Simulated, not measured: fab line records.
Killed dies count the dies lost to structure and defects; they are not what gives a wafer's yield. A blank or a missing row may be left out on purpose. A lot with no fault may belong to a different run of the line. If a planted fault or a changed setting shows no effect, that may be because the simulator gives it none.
fab line records    flow berkeley_cmos170    part 2 of 2: steps 33 to 42 of 42
record lots=5  wafers=15  last_day=14
route steps=331 shown SPACER@173 PSD@175 NSD@187 BACKSIDE@199 SDANNEAL@204 PLDD@208 NLDD@209 SILICIDE@210
lots that met no fault: taken from a fault-free run of the same line
start_h: the number of hours between the record's first day and the start of the first shown wafer of the lot    wait_h: time in hours since the lot's previous step    " identical to the entry in the row above    L1.1+2: one row covering several wafers at once    - no value present, or no start provided    * or withheld: withheld    < > ~ a bound
route shown NAME@n: NAME is a module with steps in the file, n the number in the route of the first one    usual: the fault-free wafers' mean and standard deviation    same: alike in all rows    chamber/n: place in a boat    sites: readings site by site    _std_site: how widely they spread, as a standard deviation    _edge_site: the outer-site mean with the inner-site mean subtracted    radius_mm: how far each site lies from the wafer's centre    mask NAME#n: copy n    behind: the most recent tool/chamber to have shaped the wafer    hold: reason for holding the lot/hours on hold/outcome of the hold    device: whichever transistor did not switch (one of n, p or np)    end of line: at the end of the route, the tests of the same wafers    a step given without rows: its recipe and nothing more    killed: count of dies lost to structure and defects at first sort (not the wafer's yield)    map: per-die view of a wafer (x killed, . not killed, _ where there is no die)
set.NAME: the setting that was run; set.NAME@STEP: the one run at that earlier step    model.NAME: the simulator's own value behind a step, which no gauge read
lots at selected steps of the route; one table per step, one row per wafer
services: from which hour (start_h, from the record's first day; less than 0 if before it) a tool's chamber was out of use, for how many hours, and why
## steps
# step UCB170_SDANNEAL_RTA_01
# recipe temp_c=1050  time_s=5  ambient=N2
# usual lamp_power_pct=37.82/0.17  wafer_temp_C_max=1056/3.4
lot.wafer  tool           chamber  start_h  wait_h  lamp_power_pct  wafer_temp_C_max
L075.2     rtp_anneal-01  0        165.23   0.1     38.02           1060
L075.4     "              0        "        "       37.96           1060
L075.5     "              0        "        "       37.97           1059
L089.2     rtp_anneal-02  0        262.67   0.1     37.65           1052
L089.3     "              0        "        "       37.59           1054
L089.5     "              0        "        "       37.67           1053
L088.2     rtp_anneal-02  0        263.12   0.1     37.63           1053
L088.4     "              0        "        "       37.67           1052
L088.5     "              0        "        "       37.69           1054
L095.1     rtp_anneal-02  0        299.16   0.1     37.59           1052
L095.3     "              0        "        "       37.63           1053
L095.4     "              0        "        "       37.69           1052
L092.1     rtp_anneal-02  0        305.36   0.1     37.65           1053
L092.3     "              0        "        "       37.64           1054
L092.5     "              0        "        "       37.61           1053
# step UCB170_SDANNEAL_RS_MEAS_02
# recipe thk_meas_gauge=four-point-probe
# usual PSD_RS=75.54/0.26
lot.wafer  tool           chamber  start_h  wait_h  PSD_RS[ohm/sq]
L075.2     film_metro-02  -        165.30   0.1     75.35
L075.4     "              -        "        "       75.43
L075.5     "              -        "        "       75.31
L089.2     film_metro-03  -        262.74   0.1     75.31
L089.3     "              -        "        "       75.35
L089.5     "              -        "        "       75.48
L088.2     film_metro-02  -        263.20   0.1     75.71
L088.4     "              -        "        "       75.52
L088.5     "              -        "        "       75.47
L095.1     film_metro-02  -        299.22   0.0     75.70
L095.3     "              -        "        "       75.67
L095.4     "              -        "        "       75.97
L092.1     film_metro-03  -        305.44   0.1     75.55
L092.3     "              -        "        "       75.65
L092.5     "              -        "        "       75.52
# step UCB170_SDANNEAL_RS_MEAS_03
# recipe thk_meas_gauge=four-point-probe
# usual NSD_RS=37.30/0.088
lot.wafer  tool           chamber  start_h  wait_h  NSD_RS[ohm/sq]
L075.2     film_metro-02  -        165.42   0.1     37.18
L075.4     "              -        "        "       37.11
L075.5     "              -        "        "       37.24
L089.2     film_metro-03  -        262.86   0.1     37.14
L089.3     "              -        "        "       37.24
L089.5     "              -        "        "       37.20
L088.2     film_metro-02  -        263.32   0.1     37.27
L088.4     "              -        "        "       37.29
L088.5     "              -        "        "       37.30
L095.1     film_metro-02  -        299.34   0.1     37.30
L095.3     "              -        "        "       37.20
L095.4     "              -        "        "       37.22
L092.1     film_metro-03  -        305.56   0.1     37.32
L092.3     "              -        "        "       37.35
L092.5     "              -        "        "       37.56
# step UCB170_SDANNEAL_RS_MEAS_04
# recipe thk_meas_gauge=four-point-probe
# usual PLDD_RS=1032.2/2.3
lot.wafer  tool           chamber  start_h  wait_h  PLDD_RS[ohm/sq]
L075.2     film_metro-02  -        165.54   0.1     1032.8
L075.4     "              -        "        "       1034.5
L075.5     "              -        "        "       1036.3
L089.2     film_metro-03  -        262.98   0.1     1033.0
L089.3     "              -        "        "       1031.6
L089.5     "              -        "        "       1032.6
L088.2     film_metro-02  -        263.44   0.1     1032.3
L088.4     "              -        "        "       1029.0
L088.5     "              -        "        "       1032.6
L095.1     film_metro-02  -        299.46   0.1     1029.3
L095.3     "              -        "        "       1029.7
L095.4     "              -        "        "       1029.2
L092.1     film_metro-03  -        305.68   0.1     1032.6
L092.3     "              -        "        "       1033.8
L092.5     "              -        "        "       1030.7
# step UCB170_SDANNEAL_RS_MEAS_05
# recipe thk_meas_gauge=four-point-probe
# usual NLDD_RS=616.9/1.3
lot.wafer  tool           chamber  start_h  wait_h  NLDD_RS[ohm/sq]
L075.2     film_metro-02  -        165.66   0.1     617.4
L075.4     "              -        "        "       617.6
L075.5     "              -        "        "       617.8
L089.2     film_metro-03  -        263.10   0.1     617.2
L089.3     "              -        "        "       618.0
L089.5     "              -        "        "       616.7
L088.2     film_metro-02  -        263.56   0.1     618.4
L088.4     "              -        "        "       617.1
L088.5     "              -        "        "       618.6
L095.1     film_metro-02  -        299.58   0.1     617.6
L095.3     "              -        "        "       615.4
L095.4     "              -        "        "       615.1
L092.1     film_metro-03  -        305.80   0.1     618.3
L092.3     "              -        "        "       618.0
L092.5     "              -        "        "       617.0
# step UCB170_SILICIDE_PRE_CLEAN_00
# recipe gas=Ar  preclean_etch_time_s=60
# same preclean_etch_time_s=60
lot.wafer   tool            chamber  start_h  wait_h
L075.2+4+5  pvd_sputter-03  -        165.76   0.1
L089.2+3+5  pvd_sputter-03  -        263.20   0.1
L088.2+4+5  pvd_sputter-01  -        263.66   0.1
L095.1+3+4  pvd_sputter-01  -        299.70   0.1
L092.1+3+5  pvd_sputter-04  -        305.92   0.1
# step UCB170_SILICIDE_SPUTTER_01
# recipe material=Ti  target_thk_nm=30  time_s=25  power_w=1500  chamber_pressure_pa=0.5
# usual chamber_pressure_pa=0.4999/0.0011  throttle_valve_pct=29.8/1
lot.wafer  tool            chamber  start_h  wait_h  chamber_pressure_pa  throttle_valve_pct
L075.2     pvd_sputter-03  -        165.82   0.0     0.5003               28.4
L075.4     "               -        "        "       0.5003               29.9
L075.5     "               -        "        "       0.4997               28.9
L089.2     pvd_sputter-03  -        263.26   0.0     0.5009               29.5
L089.3     "               -        "        "       0.4991               28.2
L089.5     "               -        "        "       0.5012               30.0
L088.2     pvd_sputter-01  -        263.72   0.0     0.5010               30.0
L088.4     "               -        "        "       0.4981               30.2
L088.5     "               -        "        "       0.5008               30.1
L095.1     pvd_sputter-01  -        299.76   0.0     0.4991               30.2
L095.3     "               -        "        "       0.4993               28.2
L095.4     "               -        "        "       0.4988               30.2
L092.1     pvd_sputter-04  -        305.99   0.0     0.4995               31.6
L092.3     "               -        "        "       0.5001               30.1
L092.5     "               -        "        "       0.5000               31.1
# step UCB170_SILICIDE_RS_MEAS_02
# recipe thk_meas_gauge=four-point-probe  reads=Ti_of_SILICIDE_SPUTTER_01
# usual SILICIDE_TI_RS=26.2/0.35
lot.wafer  tool           chamber  start_h  wait_h  SILICIDE_TI_RS[ohm/sq]
L075.2     film_metro-04  -        165.88   0.0     26.1
L075.4     "              -        "        "       25.5
L075.5     "              -        "        "       25.9
L089.2     film_metro-04  -        263.43   0.1     26.5
L089.3     "              -        "        "       26.7
L089.5     "              -        "        "       26.1
L088.2     film_metro-04  -        263.77   0.0     25.9
L088.4     "              -        "        "       26.0
L088.5     "              -        "        "       26.0
L095.1     film_metro-04  -        299.80   0.0     25.9
L095.3     "              -        "        "       26.3
L095.4     "              -        "        "       26.2
L092.1     film_metro-02  -        306.02   0.0     26.6
L092.3     "              -        "        "       26.5
L092.5     "              -        "        "       26.4
# step UCB170_SILICIDE_THK_MEAS_03
# recipe thk_meas_gauge=xrf  reads=Ti_of_SILICIDE_SPUTTER_01
# usual SILICIDE_TI_THK=29.8/0.39
lot.wafer  tool           chamber  start_h  wait_h  SILICIDE_TI_THK[nm]
L075.2     film_metro-04  -        165.99   0.1     29.9
L075.4     "              -        "        "       30.5
L075.5     "              -        "        "       30.1
L089.2     film_metro-04  -        263.54   0.1     29.7
L089.3     "              -        "        "       29.5
L089.5     "              -        "        "       30.1
L088.2     film_metro-04  -        263.88   0.1     30.1
L088.4     "              -        "        "       30.1
L088.5     "              -        "        "       30.0
L095.1     film_metro-04  -        299.92   0.1     30.3
L095.3     "              -        "        "       29.8
L095.4     "              -        "        "       29.9
L092.1     film_metro-02  -        306.14   0.1     28.9
L092.3     "              -        "        "       29.1
L092.5     "              -        "        "       29.2
# step UCB170_SILICIDE_RTA_04
# recipe temp_c=650  time_s=15  ambient=N2
# usual lamp_power_pct=10.50/0.046  wafer_temp_C_max=653.8/2.1
lot.wafer  tool           chamber  start_h  wait_h  lamp_power_pct  wafer_temp_C_max
L075.2     rtp_anneal-02  0        166.05   0.1     10.48           652.0
L075.4     "              0        "        "       10.45           652.6
L075.5     "              0        "        "       10.45           651.9
L089.2     rtp_anneal-01  0        263.60   0.1     10.54           655.1
L089.3     "              0        "        "       10.54           656.7
L089.5     "              0        "        "       10.54           655.9
L088.2     rtp_anneal-01  0        263.94   0.1     10.55           655.2
L088.4     "              0        "        "       10.56           655.7
L088.5     "              0        "        "       10.55           656.1
L095.1     rtp_anneal-02  0        299.98   0.1     10.45           652.0
L095.3     "              0        "        "       10.46           651.6
L095.4     "              0        "        "       10.45           651.5
L092.1     rtp_anneal-02  0        306.20   0.1     10.46           652.3
L092.3     "              0        "        "       10.46           651.7
L092.5     "              0        "        "       10.46           653.4
## services
tool             chamber  start_h  hours  kind
implanter-02     -        143.77   2.9    repair
krf_scanner-02   -        145.78   1.0    pm
krf_scanner-01   -        150.38   0.2    repair
krf_scanner-01   -        159.19   36.0   pm
rie_diel-02      1        167.32   3.8    repair
rie_diel-02      2        171.05   15.6   repair
implanter-03     -        172.44   1.0    repair
rie_diel-02      3        182.46   5.5    repair
implanter-03     -        190.47   6.7    repair
krf_scanner-01   -        195.19   1.0    pm
implanter-02     -        200.67   1.8    repair
krf_scanner-01   -        212.84   4.0    pm
pvd_sputter-03   -        217.36   2.5    repair
krf_scanner-02   -        234.60   1.7    repair
plasma_asher-02  -        244.02   3.9    repair
krf_scanner-01   -        247.70   0.6    repair
krf_scanner-02   -        261.30   0.8    pm
krf_scanner-02   -        264.77   4.1    repair
krf_scanner-01   -        268.96   0.8    pm
rtp_anneal-02    -        273.51   4.0    pm
pvd_sputter-03   -        278.48   3.8    repair
krf_scanner-01   -        282.66   1.3    pm
implanter-02     -        299.61   1.6    repair
krf_scanner-02   -        300.69   1.3    pm
